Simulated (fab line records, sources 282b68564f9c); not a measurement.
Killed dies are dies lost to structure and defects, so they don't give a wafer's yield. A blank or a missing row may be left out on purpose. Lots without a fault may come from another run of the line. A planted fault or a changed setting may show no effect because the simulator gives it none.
Split-lot experiment | flow rit_cmos | 5 lots, 23 wafers read, on a route of 202 steps

THE SPLIT
At RIT_M1_COAT_04 (resist thk 1300 nm), the setting resist_thk_nm was moved away from the recipe's 1300 nm on 4 of the 23 wafers read, by -2.8% to +3.2%. The other wafers ran this setting at the recipe's value.

FROM THE SPLIT TO THE READING: what the file shows between them, 4 steps
- RIT_M1_EXPOSE_06: exposes mask M12, target cd 2600 nm (also split here: dose_mj)
- RIT_M1_PEB_07
- RIT_M1_DEVELOP_08: develop time 69.88 s
- RIT_M1_CD_MEAS_09: target cd 2600 nm

THE READING
NOVOLAK_of_M1_COAT_04.thk_nm (the simulator's own value, which no gauge read), in nm, at RIT_M1_HARDBAKE_11 (time 120 s). The file gives no usual value for it. The 19 wafers here that ran the recipe average 1138 nm, standard deviation 3.8 nm.

wafer  | tool, chamber at the split | resist_thk_nm as run, nm | against the recipe | NOVOLAK_of_M1_COAT_04.thk_nm, nm | against lot-mates on the recipe
L075.1 | litho_track-02, 0          | 1300                     | recipe             | 1141                             | -
L075.2 | litho_track-02, 0          | 1300                     | recipe             | 1141                             | -
L075.3 | litho_track-02, 0          | 1300                     | recipe             | 1139                             | -
L075.5 | litho_track-02, 0          | 1300                     | recipe             | 1139                             | -
L075.4 | litho_track-02, 0          | 1300                     | recipe             | 1140                             | -
L076.1 | litho_track-02, 0          | 1300                     | recipe             | 1132                             | -
L076.3 | litho_track-02, 0          | 1300                     | recipe             | 1132                             | -
L076.6 | litho_track-02, 0          | 1300                     | recipe             | 1132                             | -
L076.2 | litho_track-02, 0          | 1300                     | recipe             | 1133                             | -
L076.4 | litho_track-02, 0          | 1300                     | recipe             | 1135                             | -
L078.1 | litho_track-02, 0          | 1300                     | recipe             | 1140                             | -
L078.2 | litho_track-02, 0          | 1300                     | recipe             | 1135                             | -
L078.3 | litho_track-02, 0          | 1300                     | recipe             | 1138                             | -
L078.4 | litho_track-02, 0          | 1342                     | +3.2%              | 1172                             | +34
L078.6 | litho_track-02, 0          | 1342                     | +3.2%              | 1176                             | +38
L079.1 | litho_track-01, 0          | 1263                     | -2.8%              | 1109                             | -32
L079.2 | litho_track-01, 0          | 1263                     | -2.8%              | 1109                             | -32
L079.3 | litho_track-01, 0          | 1300                     | recipe             | 1139                             | -
L079.4 | litho_track-01, 0          | 1300                     | recipe             | 1140                             | -
L079.6 | litho_track-01, 0          | 1300                     | recipe             | 1144                             | -
L082.1 | litho_track-01, 0          | 1300                     | recipe             | 1140                             | -
L082.2 | litho_track-01, 0          | 1300                     | recipe             | 1141                             | -
L082.3 | litho_track-01, 0          | 1300                     | recipe             | 1144                             | -

THE FIT
A straight line over all 23 wafers: NOVOLAK_of_M1_COAT_04.thk_nm changes by +10.7 nm for each +1% of resist_thk_nm; r = +0.97; the points scatter about the line by 3.7 nm.
The same after taking each lot's own level away (the mean of its wafers on the recipe; 23 wafers): +11.2 nm for each +1%; r = +0.99; scatter 1.6 nm.
On that fit, the largest move of resist_thk_nm shifts the reading by 36 nm.
The lots' own levels span 1132.8 to 1141.7 nm, that is 2.4 times the standard deviation above.
So the lot-to-lot level changes the slope little: the two slopes agree.
Check: with one of the wafers moved furthest among these (+3.2%) left out of the fit, the line predicts +37.3 nm for it against its lot-mates. It came out at +34.3 nm against them.

OTHER SPLITS ON THESE WAFERS
These wafers also went through other splits before the reading. Each is held against what the fit with the lots' levels taken away leaves over:
other split on the same wafers     | wafers away from the commonest value | r with NOVOLAK_of_M1_COAT_04.thk_nm (lot level and that fit taken away)
RIT_PSD_IMPLANT_08 energy_kev      | 11                                   | +0.00
RIT_CONTACT_CVD_00 time_s          | 7                                    | +0.11
RIT_CONTACT_ETCH_11 over_etch_frac | 6                                    | +0.11
RIT_M1_EXPOSE_06 dose_mj           | 8                                    | +0.07

THE WHOLE CHAIN: every reading that the file lists as answering this split, in the file's order
step               | what it does       | reading                                                                       | change (the file's fit)              | r (the file's)
RIT_M1_COAT_04     | resist thk 1300 nm | NOVOLAK_of_M1_COAT_04.thk_nm (the simulator's own value, which no gauge read) | +13.1 nm for each +1% of the setting | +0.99
RIT_M1_HARDBAKE_11 | time 120 s         | NOVOLAK_of_M1_COAT_04.thk_nm (the simulator's own value, which no gauge read) | +11.3 nm for each +1% of the setting | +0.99

THE FILE'S OWN FIT
NOVOLAK_of_M1_COAT_04.thk_nm changes by +11.3 nm for each +1% of resist_thk_nm, r = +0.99.
